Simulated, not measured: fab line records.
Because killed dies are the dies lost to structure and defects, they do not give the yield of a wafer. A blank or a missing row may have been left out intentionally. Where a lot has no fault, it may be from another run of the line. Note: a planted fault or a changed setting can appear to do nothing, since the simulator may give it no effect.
A lot that was struck, set against a sound lot :: flow berkeley cmos170 :: 43 steps out of a route of 331
Sound: these wafers, L101.2, L101.3, L101.4. Wafers struck: L121.2, L121.5, L121.6. The cause is named last.
For every step that has rows: the tool of each side, followed by ch and its chambers, followed by its first start. Under that, the readings that differ: sound wafers :: struck wafers :: difference of the means :: sigmas: that difference in standard deviations of wafers without a fault.
alike: a reading whose means differ by less than 2 such deviations, as well as words and numbers matching on both sides. not compared: withheld readings; readings where some wafer has no value; bounds like >300 that might hide an equal value; numbers whose values overlap and for which the record gives no deviation.
Wherever a step has rows on one side only, a row that says differs or no value, or a row with sigmas, the two part there. Non-overlapping numbers with no deviation appear without sigmas and do not part them. Lack of a reading on every wafer of one side parts them only where that side has two or more wafers.

UCB170_GATE_STRIP_16: strips in O2.
  sound on plasma asher-03 ch 0,1, day 8 02:41; struck on plasma asher-03 ch 0,1, day 12 13:42
  alike: drypump motor current A, oes product au
  not compared: rf hours counter h
UCB170_GATE_CD_MEAS_90: the cd target is 350 nm.
  sound on cd sem-02 at day 8 02:48; struck on cd sem-02 at day 12 13:49
  alike: cd nm
then, 7 steps without rows for these wafers: UCB170_GATE_CLEAN_17 (cleans in SPM, time 600 s); UCB170_PLDD_HMDS_00 (prime time 60 s); UCB170_PLDD_COAT_01 (resist thk 900 nm); UCB170_PLDD_SOFTBAKE_02 (time 60 s); UCB170_PLDD_EXPOSE_03 (exposes mask PSELECT, target cd 1200 nm); UCB170_PLDD_PEB_04; UCB170_PLDD_DEVELOP_05 (develop time 45 s).
UCB170_PLDD_CD_MEAS_06: the cd target is 1200 nm.
  sound on cd sem-01 at day 8 04:11; struck on cd sem-01 at day 12 15:32
reading: cd nm (nm)
sound: 1202.4 1202.2 1199.9
struck: 1199.7 1197.4 1198.5
difference: -3.0
sigmas: -2
UCB170_PLDD_OVL_MEAS_07:
  sound on overlay-01 at day 8 04:17; struck on overlay-01 at day 12 15:39
  alike: PLDD_OVL
after that, 1 step had no rows for these wafers: UCB170_PLDD_IMPLANT_08.
UCB170_PLDD_IMPLANT_09:
  sound on implanter-03 ch 0, day 8 04:30; struck on implanter-03 ch 0, day 12 15:52
reading: dose ions cm2
sound: 5.01e+13 5.009e+13 4.999e+13
struck: 4.147e+13 4.145e+13 4.15e+13
difference: -8.587e+12
sigmas: -99 or more

reading: faraday current uA
sound: 163 163 154
struck: 128 130 134
difference: -29
sigmas: -9
UCB170_PLDD_STRIP_10: strips in O2.
  sound on plasma asher-04 ch 0,1, day 8 04:37; struck on plasma asher-01 ch 0,1, day 12 15:59
  alike: drypump motor current A, oes product au, strip time to endpoint s
  not compared: rf hours counter h
UCB170_PLDD_TW_MEAS_11:
  sound on film metro-02 at day 8 04:44; struck on film metro-03 at day 12 16:19
reading: PLDD_TW
sound: 1028 1025 1033
struck: 973 979 976
difference: -53
sigmas: -5
  not compared: hold
then, 6 steps without rows for these wafers: UCB170_NLDD_HMDS_00 (prime time 60 s); UCB170_NLDD_COAT_01 (resist thk 900 nm); UCB170_NLDD_SOFTBAKE_02 (time 60 s); UCB170_NLDD_EXPOSE_03 (exposes mask NSELECT, target cd 1200 nm); UCB170_NLDD_PEB_04; UCB170_NLDD_DEVELOP_05 (develop time 45 s).
UCB170_NLDD_CD_MEAS_06: the cd target is 1200 nm.
  sound on cd sem-01 at day 8 06:33; struck on cd sem-02 at day 13 00:31
  alike: cd nm
UCB170_NLDD_OVL_MEAS_07:
  sound on overlay-02 at day 8 06:40; struck on overlay-01 at day 13 00:37
reading: NLDD_OVL (nm)
sound: -3 9 4
struck: -15 -7 -5
difference: -12
sigmas: -2
then, 2 steps without rows for these wafers: UCB170_NLDD_IMPLANT_08; UCB170_NLDD_IMPLANT_09.
UCB170_NLDD_STRIP_10: strips in O2.
  sound on plasma asher-01 ch 0,1, day 8 06:59; struck on plasma asher-04 ch 0,1, day 13 00:57
  alike: drypump motor current A, oes product au, strip time to endpoint s
  not compared: rf hours counter h
UCB170_NLDD_TW_MEAS_11:
  sound on film metro-03 at day 8 07:06; struck on film metro-03 at day 13 01:04
  alike: NLDD_TW
then, 1 step without rows for these wafers: UCB170_NLDD_CLEAN_12 (cleans in SPM, time 600 s).
UCB170_SPACER_CVD_00: deposits SiO2 from TEOS/O2, target thk 376 nm, time 47 s.
  sound on pecvd-03 ch 0,1,2, day 8 07:19; struck on pecvd-01 ch 0,1, day 13 01:53
  alike: heater power w
UCB170_SPACER_THK_MEAS_01:
  sound on film metro-01 at day 8 07:22; struck on film metro-01 at day 13 01:56
  alike: SPACER_TEOS_THK
then, 1 step without rows for these wafers: UCB170_SPACER_ANNEAL_02 (time 1800 s).
UCB170_SPACER_ETCHBACK_03: etches SiO2 in CHF3/CF4/Ar, stops on Si, target depth 376 nm, time 100 s.
  sound on rie diel-03 ch 0,1,3, day 8 11:13; struck on rie diel-03 ch 2,3, day 13 03:34
  alike: drypump motor current A, oes product au, throttle valve pct
  not compared: rf hours counter h
then, 6 steps without rows for these wafers: UCB170_PSD_HMDS_00 (prime time 60 s); UCB170_PSD_COAT_01 (resist thk 900 nm); UCB170_PSD_SOFTBAKE_02 (time 60 s); UCB170_PSD_EXPOSE_03 (exposes mask PSELECT MOD, target cd 1200 nm); UCB170_PSD_PEB_04; UCB170_PSD_DEVELOP_05 (develop time 45 s).
UCB170_PSD_CD_MEAS_06: the cd target is 1200 nm.
  sound on cd sem-02 at day 8 12:55; struck on cd sem-02 at day 13 05:21
  alike: cd nm
UCB170_PSD_OVL_MEAS_07:
  sound on overlay-02 at day 8 13:02; struck on overlay-01 at day 13 05:28
  alike: PSD_OVL
after that, 1 step had no rows for these wafers: UCB170_PSD_IMPLANT_08.
UCB170_SDANNEAL_RS_MEAS_04: uses a four-point probe to measure.
  sound on film metro-03 at day 8 17:31; struck on film metro-02 at day 13 11:02
reading: PLDD_RS (ohm/sq)
sound: 1031.0 1035.5 1034.8
struck: 1101.9 1104.8 1101.7
difference: +69.0
sigmas: +26
  not compared: hold
UCB170_M3_PROBE_99:
  record: rows for the struck wafers here (prober-01, day 14 16:02), none for the sound ones

== WHERE THEY PART ==
Last at UCB170_M3_PROBE_99 as far as this record goes, first at UCB170_PLDD_CD_MEAS_06.

WHY: what the simulator had put in
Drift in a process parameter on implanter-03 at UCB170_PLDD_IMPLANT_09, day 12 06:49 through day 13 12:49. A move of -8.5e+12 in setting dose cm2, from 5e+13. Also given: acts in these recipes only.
